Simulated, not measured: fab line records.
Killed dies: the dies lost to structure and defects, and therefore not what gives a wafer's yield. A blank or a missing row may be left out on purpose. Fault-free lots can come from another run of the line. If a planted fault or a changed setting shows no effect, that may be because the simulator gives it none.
Check for tools in common || flow berkeley cmos170 || Sample size 14 lots and 42 wafers

== THE REASON FOR OPENING IT ==
UCB170_PLDD_TW_MEAS_11, reading PLDD_TW: flagged on 2 of 14 lots. Wafers without a fault read 1007, standard deviation 9.9.
Rule: a lot gets a flag if all its wafers with a number sit over 4 standard deviations from that mean, or if no wafer of it has a number. As for the other lots, they are considered sound.

{"lot": "L259", "measured": "day 7 00:52", "on": "film metro-02", "PLDD_TW, wafer by wafer": "1023 1021 1017", "flag": ""}
{"lot": "L260", "measured": "day 7 01:53", "on": "film metro-02", "PLDD_TW, wafer by wafer": "1024 1024 1018", "flag": ""}
{"lot": "L263", "measured": "day 7 12:49", "on": "film metro-02", "PLDD_TW, wafer by wafer": "1027 1016 1020", "flag": ""}
{"lot": "L261", "measured": "day 7 13:05", "on": "film metro-02", "PLDD_TW, wafer by wafer": "1024 1023 1021", "flag": ""}
{"lot": "L266", "measured": "day 8 10:14", "on": "film metro-01", "PLDD_TW, wafer by wafer": "992 991 990", "flag": ""}
{"lot": "L264", "measured": "day 8 10:29", "on": "film metro-03", "PLDD_TW, wafer by wafer": "1003 996 1001", "flag": ""}
{"lot": "L268", "measured": "day 8 20:40", "on": "film metro-01", "PLDD_TW, wafer by wafer": "989 992 990", "flag": ""}
{"lot": "L269", "measured": "day 9 21:19", "on": "film metro-02", "PLDD_TW, wafer by wafer": "1012 1020 1016", "flag": ""}
{"lot": "L271", "measured": "day 10 06:42", "on": "film metro-01", "PLDD_TW, wafer by wafer": "922 918 924", "flag": "FLAGGED"}
{"lot": "L278", "measured": "day 11 00:44", "on": "film metro-03", "PLDD_TW, wafer by wafer": "925 923 926", "flag": "FLAGGED"}
{"lot": "L279", "measured": "day 11 11:49", "on": "film metro-02", "PLDD_TW, wafer by wafer": "1013 1012 1008", "flag": ""}
{"lot": "L277", "measured": "day 11 12:07", "on": "film metro-02", "PLDD_TW, wafer by wafer": "1011 1011 1015", "flag": ""}
{"lot": "L282", "measured": "day 12 02:47", "on": "film metro-02", "PLDD_TW, wafer by wafer": "1014 1014 1011", "flag": ""}
{"lot": "L281", "measured": "day 12 03:01", "on": "film metro-03", "PLDD_TW, wafer by wafer": "997 999 999", "flag": ""}
The mean of the flagged lots' numbers is 923, -84 from the usual (-8 standard deviations).

== TOOL THAT RAN EACH LOT ==
The record keeps 1 process step preceding the reading, out of 331 steps on the route. Each cell gives the tool, then ch followed by the chambers the sampled wafers passed through, then the start.
{"lot": "L259", "flag": "", "UCB170_PLDD_IMPLANT_08": "implanter-02 ch 0, day 7 00:30"}
{"lot": "L260", "flag": "", "UCB170_PLDD_IMPLANT_08": "implanter-03 ch 0, day 7 01:29"}
{"lot": "L263", "flag": "", "UCB170_PLDD_IMPLANT_08": "implanter-04 ch 0, day 7 12:25"}
{"lot": "L261", "flag": "", "UCB170_PLDD_IMPLANT_08": "implanter-02 ch 0, day 7 12:41"}
{"lot": "L266", "flag": "", "UCB170_PLDD_IMPLANT_08": "implanter-04 ch 0, day 8 09:52"}
{"lot": "L264", "flag": "", "UCB170_PLDD_IMPLANT_08": "implanter-02 ch 0, day 8 10:07"}
{"lot": "L268", "flag": "", "UCB170_PLDD_IMPLANT_08": "implanter-02 ch 0, day 8 20:17"}
{"lot": "L269", "flag": "", "UCB170_PLDD_IMPLANT_08": "implanter-04 ch 0, day 9 20:56"}
{"lot": "L271", "flag": "FLAGGED", "UCB170_PLDD_IMPLANT_08": "implanter-02 ch 0, day 10 06:19"}
{"lot": "L278", "flag": "FLAGGED", "UCB170_PLDD_IMPLANT_08": "implanter-02 ch 0, day 11 00:20"}
{"lot": "L279", "flag": "", "UCB170_PLDD_IMPLANT_08": "implanter-04 ch 0, day 11 11:25"}
{"lot": "L277", "flag": "", "UCB170_PLDD_IMPLANT_08": "implanter-04 ch 0, day 11 11:43"}
{"lot": "L282", "flag": "", "UCB170_PLDD_IMPLANT_08": "implanter-04 ch 0, day 12 02:23"}
{"lot": "L281", "flag": "", "UCB170_PLDD_IMPLANT_08": "implanter-03 ch 0, day 12 02:37"}
What the steps here do:
- UCB170_PLDD_IMPLANT_08
- UCB170_PLDD_TW_MEAS_11

== FLAGGED AGAINST TOTAL, ONE TOOL AT A TIME (gauges that did the reading follow at the end) ==
{"step": "UCB170_PLDD_IMPLANT_08", "tool": "implanter-02", "lots run": 6, "flagged": 2, "share of the flagged lots": "all", "sound lots run after its first flagged lot": 0}
{"step": "UCB170_PLDD_IMPLANT_08", "tool": "implanter-03", "lots run": 2, "flagged": 0, "share of the flagged lots": "none", "sound lots run after its first flagged lot": "-"}
{"step": "UCB170_PLDD_IMPLANT_08", "tool": "implanter-04", "lots run": 6, "flagged": 0, "share of the flagged lots": "none", "sound lots run after its first flagged lot": "-"}
{"step": "UCB170_PLDD_TW_MEAS_11", "tool": "film metro-01", "lots run": 3, "flagged": 1, "share of the flagged lots": "some", "sound lots run after its first flagged lot": 0}
{"step": "UCB170_PLDD_TW_MEAS_11", "tool": "film metro-02", "lots run": 8, "flagged": 0, "share of the flagged lots": "none", "sound lots run after its first flagged lot": "-"}
{"step": "UCB170_PLDD_TW_MEAS_11", "tool": "film metro-03", "lots run": 3, "flagged": 1, "share of the flagged lots": "some", "sound lots run after its first flagged lot": "1 (L281)"}

== WHAT THE TABLE ALLOWS ==
All flagged lots share 1 row of the table, namely implanter-02 at UCB170_PLDD_IMPLANT_08.
- implanter-02 at UCB170_PLDD_IMPLANT_08 ran 6 lots, 2 of them flagged. It ran its last sound lot, L268, at day 8 20:17 and its first flagged lot, L271, at day 10 06:19: a fault with its onset between the two fits. Its own readings (dose ions cm2, faraday current uA) fall more than 4 standard deviations out on all wafers of the flagged lots.
Left over: one tool, implanter-02 at UCB170_PLDD_IMPLANT_08.

== WHAT THE SIMULATOR PUT IN ==
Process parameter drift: implanter-02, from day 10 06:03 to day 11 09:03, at UCB170_PLDD_IMPLANT_08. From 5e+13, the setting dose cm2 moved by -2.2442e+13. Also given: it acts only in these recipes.
Shown lots that were struck: L271, L278. This agrees with what the rule above found.
